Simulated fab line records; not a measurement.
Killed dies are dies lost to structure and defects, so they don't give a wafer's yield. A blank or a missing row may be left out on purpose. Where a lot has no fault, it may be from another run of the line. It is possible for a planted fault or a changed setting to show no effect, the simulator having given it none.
fab line records	flow rit_cmos
record lots=6	wafers=18	last_day=7
route steps=202 shown PWELL@49 WELLDRIVE@50 NWELL@51 NRETRO@53 PRETRO@64 M1@202
lots that met no fault: from a run of the same line without faults
start_h: hours from the record's opening day to when the first of the lot's shown wafers began	wait_h: time in hours since the lot's previous step	" repeats the value in the row above	L1.1+2: a single row standing in for several wafers	- no value present, or no start provided	* or withheld: withheld	< > ~ a bound
route shown NAME@n: names a module that has steps shown in the file, with the first one's number in the route	usual: mean/standard deviation taken from wafers without a fault	same: alike in all rows	chamber/n: place in a boat	sites: each site's reading	_std_site: the standard deviation of these	_edge_site: mean of outer sites minus mean of inner sites	radius_mm: how far each site lies from the wafer's centre	mask NAME#n: copy n	behind: the most recent tool/chamber to have shaped the wafer	hold: reason for holding the lot/hours on hold/outcome of the hold	device: the n, p or np transistor that did not switch	end of line: the same wafers' tests at the end of the route	a step with no rows: only its recipe	killed: dies that structure and defects cost at the first sort, which is not the same as the wafer's yield	map: a wafer's dies, x killed, . not, _ none there
set.NAME: the setting the step ran with; set.NAME@STEP: the setting that earlier step ran with	model.NAME: the simulator's own value behind a step, which no gauge read
lots at some steps of the route; a table a step, a row a wafer
services: a tool's chamber out of use, with start hour (start_h, from the record's first day; less than 0 if before it), hours out, and reason
## steps
# step RIT_PWELL_TW_MEAS_10
# usual PWELL_TW=961/6.2
lot.wafer	tool	chamber	start_h	wait_h	PWELL_TW
L701.1	film_metro-03	-	23.73	0.1	964
L701.2	"	-	"	"	968
L701.4	"	-	"	"	973
L705.3	film_metro-03	-	44.65	0.1	959
L705.4	"	-	"	"	955
L705.5	"	-	"	"	960
L708.1	film_metro-01	-	62.03	0.1	951
L708.4	"	-	"	"	956
L708.5	"	-	"	"	953
L711.1	film_metro-03	-	76.15	0.1	964
L711.2	"	-	"	"	966
L711.4	"	-	"	"	968
L717.2	film_metro-04	-	105.21	0.1	956
L717.5	"	-	"	"	955
L717.6	"	-	"	"	955
L722.4	film_metro-04	-	128.88	0.1	954
L722.5	"	-	"	"	963
L722.6	"	-	"	"	961
# step RIT_WELLDRIVE_ANNEAL_00
# recipe temp_c=1100	time_s=14700	ambient=N2
# step RIT_WELLDRIVE_RS_MEAS_01
# recipe thk_meas_gauge=four-point-probe
# usual NWELL_RS=276.0/0.67
lot.wafer	tool	chamber	start_h	wait_h	NWELL_RS[ohm/sq]
L701.1	film_metro-03	-	29.35	0.0	276.5
L701.2	"	-	"	"	276.4
L701.4	"	-	"	"	276.9
L705.3	film_metro-03	-	50.72	0.0	275.1
L705.4	"	-	"	"	275.5
L705.5	"	-	"	"	275.6
L708.1	film_metro-01	-	68.91	0.0	275.9
L708.4	"	-	"	"	275.8
L708.5	"	-	"	"	275.7
L711.1	film_metro-01	-	81.29	0.0	275.4
L711.2	"	-	"	"	275.2
L711.4	"	-	"	"	275.1
L717.2	film_metro-03	-	111.31	0.0	275.1
L717.5	"	-	"	"	275.7
L717.6	"	-	"	"	277.1
L722.4	film_metro-01	-	134.05	0.1	276.1
L722.5	"	-	"	"	276.3
L722.6	"	-	"	"	276.2
# step RIT_WELLDRIVE_RS_MEAS_02
# recipe thk_meas_gauge=four-point-probe
# usual PWELL_RS=429.9/1.3
lot.wafer	tool	chamber	start_h	wait_h	PWELL_RS[ohm/sq]
L701.1	film_metro-03	-	29.47	0.1	427.3
L701.2	"	-	"	"	426.4
L701.4	"	-	"	"	427.4
L705.3	film_metro-03	-	50.84	0.1	429.3
L705.4	"	-	"	"	430.1
L705.5	"	-	"	"	429.8
L708.1	film_metro-01	-	69.03	0.1	431.0
L708.4	"	-	"	"	429.8
L708.5	"	-	"	"	430.5
L711.1	film_metro-01	-	81.41	0.1	432.9
L711.2	"	-	"	"	431.6
L711.4	"	-	"	"	431.8
L717.2	film_metro-03	-	111.43	0.1	428.3
L717.5	"	-	"	"	428.1
L717.6	"	-	"	"	428.9
L722.4	film_metro-01	-	134.17	0.1	430.7
L722.5	"	-	"	"	429.9
L722.6	"	-	"	"	431.1
# step RIT_NRETRO_HMDS_00
# recipe prime_time_s=60	prime_temp_c=140
# step RIT_NRETRO_COAT_01
# recipe resist=NOVOLAK	spin_rpm=2000	resist_thk_nm=1300
# step RIT_NRETRO_SOFTBAKE_02
# recipe resist=NOVOLAK	temp_c=90	time_s=60
# step RIT_NRETRO_EXPOSE_03
# recipe mask_id=M4	na=0.57	target_cd_nm=43900	dose_mj=250
# step RIT_NRETRO_PEB_04
# recipe resist=NOVOLAK	temp_c=withheld	time_s=withheld
# step RIT_NRETRO_DEVELOP_05
# recipe resist=NOVOLAK	develop_time_s=68	dev_temp_c=23
# step RIT_NRETRO_OVL_MEAS_06
# usual NRETRO_OVL=0.1/1.5
lot.wafer	tool	chamber	start_h	wait_h	NRETRO_OVL[nm]
L701.1	overlay-01	-	30.47	-	0.4
L701.2	"	-	"	"	2.2
L701.4	"	-	"	"	1.8
L705.3	overlay-02	-	51.81	-	-0.7
L705.4	"	-	"	"	-1.0
L705.5	"	-	"	"	-0.4
L708.1	overlay-01	-	70.15	-	-0.4
L708.4	"	-	"	"	-1.3
L708.5	"	-	"	"	-1.0
L711.1	overlay-01	-	82.41	-	0.5
L711.2	"	-	"	"	2.1
L711.4	"	-	"	"	1.7
L717.2	overlay-01	-	112.54	-	1.0
L717.5	"	-	"	"	1.4
L717.6	"	-	"	"	3.5
L722.4	overlay-02	-	135.26	-	-0.1
L722.5	"	-	"	"	-2.5
L722.6	"	-	"	"	-0.8
# step RIT_NRETRO_HARDBAKE_07
# recipe resist=NOVOLAK	temp_c=140	time_s=120
# step RIT_NRETRO_IMPLANT_08
# recipe species=P	energy_kev=70	dose_cm2=1e+13	tilt_deg=7
# usual beam_on_s=9.98/0.21	faraday_current_uA=31.8/0.64
lot.wafer	tool	chamber	start_h	wait_h	beam_on_s	faraday_current_uA
L701.1	implanter-03	0	30.76	0.2	9.89	32.2
L701.2	"	0	"	"	10.07	31.4
L701.4	"	0	"	"	9.99	31.7
L705.3	implanter-01	0	52.13	0.2	10.12	31.4
L705.4	"	0	"	"	9.99	31.8
L705.5	"	0	"	"	10.08	31.7
L708.1	implanter-03	0	70.44	0.2	10.07	31.4
L708.4	"	0	"	"	9.81	32.3
L708.5	"	0	"	"	10.01	31.8
L708.1	implanter-03	0	70.76	0.3	10.03	31.7
L708.4	"	0	"	"	10.34	30.6
L708.5	"	0	"	"	9.93	32.0
L711.1	implanter-01	0	82.70	0.2	9.76	32.5
L711.2	"	0	"	"	9.81	32.3
L711.4	"	0	"	"	10.11	31.4
L711.1	implanter-01	0	83.02	0.3	10.42	30.4
L711.2	"	0	"	"	10.17	31.1
L711.4	"	0	"	"	9.90	31.9
L717.2	implanter-04	0	112.85	0.2	10.33	30.8
L717.5	"	0	"	"	9.91	31.9
L717.6	"	0	"	"	9.92	32.0
L722.4	implanter-01	0	135.60	0.2	10.01	31.6
L722.5	"	0	"	"	9.82	32.3
L722.6	"	0	"	"	9.70	32.6
# step RIT_NRETRO_STRIP_09
# recipe chemistry=O2	time_s=180	resist=NOVOLAK	platen_temp_c=withheld	power_w=500	pressure_mtorr=4000	o2_flow_sccm=4000
# usual chamber_pressure_mTorr=4000/3.6	drypump_motor_current_A=5.7/0.3	o2_flow_sccm=3998/13
lot.wafer	tool	chamber	start_h	wait_h	chamber_pressure_mTorr	drypump_motor_current_A	o2_flow_sccm	rf_hours_counter_h
L701.1	plasma_asher-02	1	30.91	0.1	4006	5.4	4018	25
L701.2	"	0	"	"	3997	5.8	4011	25
L701.4	"	0	"	"	3995	5.8	4009	-
L705.3	plasma_asher-04	1	52.29	0.1	4002	5.6	4004	-
L705.4	"	0	"	"	3998	6.0	3999	-
L705.5	"	0	"	"	3999	6.0	4019	-
L708.1	plasma_asher-01	0	70.91	0.1	4005	5.2	3983	44
L708.4	"	0	"	"	4002	5.2	4002	-
L708.5	"	0	"	"	4000	5.2	3994	-
L711.1	plasma_asher-04	0	83.17	0.1	4004	6.0	4004	40
L711.2	"	1	"	"	4003	5.6	3979	40
L711.4	"	0	"	"	4002	6.0	4008	-
L717.2	plasma_asher-01	1	112.97	0.1	3994	6.0	3996	48
L717.5	"	1	"	"	4003	6.0	3997	-
L717.6	"	0	"	"	4004	5.2	4025	-
L722.4	plasma_asher-01	0	135.73	0.1	3999	5.2	4010	-
L722.5	"	1	"	"	4000	6.0	3995	-
L722.6	"	0	"	"	4002	5.2	4009	-
# step RIT_NRETRO_TW_MEAS_10
# usual NRETRO_TW=1060/6.4
lot.wafer	tool	chamber	start_h	wait_h	NRETRO_TW
L701.1	film_metro-04	-	31.08	0.1	1048
L701.2	"	-	"	"	1054
L701.4	"	-	"	"	1051
L705.3	film_metro-01	-	52.43	0.1	1052
L705.4	"	-	"	"	1056
L705.5	"	-	"	"	1053
L708.1	film_metro-02	-	71.08	0.1	1319
L708.4	"	-	"	"	1323
L708.5	"	-	"	"	1322
L711.1	film_metro-02	-	83.34	0.1	1322
L711.2	"	-	"	"	1336
L711.4	"	-	"	"	1327
L717.2	film_metro-02	-	113.16	0.1	1069
L717.5	"	-	"	"	1068
L717.6	"	-	"	"	1066
L722.4	film_metro-01	-	135.88	0.1	1065
L722.5	"	-	"	"	1060
L722.6	"	-	"	"	1063
# step RIT_PRETRO_HMDS_00
# recipe prime_time_s=60	prime_temp_c=140
# step RIT_M1_PROBE_99
# usual killed_at_front_end=7/3.2	killed_dies=8/3.2	killed_on_rim=1.9/1.4	killed_open=3.7/2.1	killed_short=3.8/2.2
# same gross_dies=264	killed_at_M0_to_M3=0	killed_at_M4_up=0	killed_at_back_side=0	killed_at_contacts=0	killed_at_other=0
lot.wafer	tool	chamber	start_h	wait_h	killed_at_front_end	killed_dies	killed_on_rim	killed_open	killed_short
L701.1	prober-01	-	58.90	0.1	11	11	1	7	4
L701.2	prober-01	-	58.95	0.1	10	10	3	6	4
L701.4	prober-01	-	59.05	0.2	8	8	3	4	4
L705.3	prober-01	-	81.15	0.2	9	9	2	5	4
L705.4	prober-01	-	81.20	0.2	4	4	0	2	2
L705.5	prober-01	-	81.25	0.2	4	4	2	3	1
L708.1	prober-02	-	98.69	0.1	6	6	0	1	5
L708.4	prober-02	-	98.84	0.2	3	3	0	2	1
L708.5	prober-02	-	98.89	0.2	8	8	2	4	4
L711.1	prober-01	-	111.45	0.1	1	1	0	0	1
L711.2	prober-01	-	111.50	0.1	6	6	1	1	5
L711.4	prober-01	-	111.60	0.2	12	12	3	7	5
L717.2	prober-01	-	142.26	0.1	9	9	1	6	3
L717.5	prober-01	-	142.41	0.2	11	11	3	6	5
L717.6	prober-01	-	142.46	0.2	9	9	1	6	3
L722.4	prober-02	-	166.16	0.2	6	6	2	4	2
L722.5	prober-02	-	166.21	0.2	10	10	4	5	5
L722.6	prober-02	-	166.26	0.2	8	8	1	6	2
# killed by level:class
L701.1 SPACER:geometric_particle:open=3 FOX1:geometric_particle:open=2 FOX2:geometric_particle:short=2 GATE:geometric_particle:open=2 FOX1:geometric_particle:short=1 GATE:geometric_particle:short=1
L701.2 GATE:geometric_particle:open=3 SPACER:geometric_particle:short=3 SPACER:geometric_particle:open=2 FOX2:geometric_particle:open=1 GATE:geometric_particle:short=1
L701.4 GATE:geometric_particle:short=3 REOX:geometric_particle:open=2 REOX:geometric_particle:short=1 SPACER:geometric_particle:open=1 SILICIDE:geometric_particle:open=1
L705.3 FOX1:geometric_particle:short=3 FOX1:geometric_particle:open=2 GATE:geometric_particle:open=2 SILICIDE:geometric_particle:open=1 SILICIDE:geometric_particle:short=1
L705.4 GATE:geometric_particle:open=1 GATE:geometric_particle:short=1 REOX:geometric_particle:open=1 SPACER:geometric_particle:short=1
L705.5 GATE:geometric_particle:open=2 FOX1:geometric_particle:open=1 REOX:geometric_particle:short=1
L708.1 GATE:geometric_particle:short=3 FOX1:geometric_particle:short=1 GATE:geometric_particle:open=1 SPACER:geometric_particle:short=1
L708.4 FOX2:geometric_particle:open=1 GATE:geometric_particle:short=1 SPACER:geometric_particle:open=1
L708.5 SPACER:geometric_particle:open=3 SILICIDE:geometric_particle:short=3 SPACER:geometric_particle:short=1 SILICIDE:geometric_particle:open=1
L711.1 GATE:geometric_particle:short=1
L711.2 FOX1:geometric_particle:short=2 REOX:geometric_particle:short=2 FOX2:geometric_particle:short=1 SPACER:geometric_particle:open=1
L711.4 GATE:geometric_particle:open=2 GATE:geometric_particle:short=2 REOX:geometric_particle:open=2 REOX:geometric_particle:short=2 FOX1:geometric_particle:open=1 FOX2:geometric_particle:open=1 SPACER:geometric_particle:open=1 SPACER:geometric_particle:short=1
L717.2 GATE:geometric_particle:open=3 GATE:geometric_particle:short=2 SILICIDE:geometric_particle:open=2 FOX2:geometric_particle:open=1 SPACER:geometric_particle:short=1
L717.5 FOX2:geometric_particle:short=3 SPACER:geometric_particle:open=3 SPACER:geometric_particle:short=2 SILICIDE:geometric_particle:open=2 GATE:geometric_particle:open=1
L717.6 GATE:geometric_particle:open=5 REOX:geometric_particle:short=2 GATE:geometric_particle:short=1 SPACER:geometric_particle:open=1
L722.4 FOX2:geometric_particle:open=2 GATE:geometric_particle:short=2 GATE:geometric_particle:open=1 SPACER:geometric_particle:open=1
L722.5 GATE:geometric_particle:short=2 GATE:geometric_particle:open=2 REOX:geometric_particle:short=2 FOX1:geometric_particle:short=1 FOX1:geometric_particle:open=1 REOX:geometric_particle:open=1 SILICIDE:geometric_particle:open=1
L722.6 GATE:geometric_particle:open=4 FOX2:geometric_particle:short=1 FOX2:geometric_particle:open=1 GATE:geometric_particle:short=1 SPACER:geometric_particle:open=1
## services
tool	chamber	start_h	hours	kind
plasma_asher-02	-	7.93	0.9	repair
plasma_asher-04	-	11.32	28.1	pm
implanter-04	-	22.97	81.8	pm
plasma_asher-01	-	54.90	3.0	repair
plasma_asher-04	-	89.88	0.5	repair
implanter-04	-	107.93	3.1	repair
implanter-04	-	130.88	5.3	pm
plasma_asher-02	-	132.94	4.4	repair
## key
first_sign step=RIT_NRETRO_IMPLANT_08	reading=visit	direction=added
effect step=RIT_NRETRO_TW_MEAS_10	reading=NRETRO_TW	direction=up	sigmas=41	usual=1060	struck=1325
met_at RIT_NRETRO_IMPLANT_08
struck_wafers L708.1,L708.4,L708.5,L711.1,L711.2,L711.4
tester_left_out L708,L711
fault kind=repeated_step_whole	tool=implanter-01,implanter-03,implanter-04	chamber=-	onset_h=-	steps=RIT_NRETRO_IMPLANT_08	times=1	scope=struck_lots_only
# tester_left_out: of these lots the tester's yield and bins aren't shown, on N5 and GAA mostly nor the transistor test; their killed dies are dies lost to structure and defects alone, not to doping, threshold or leakage, so they don't give the yield
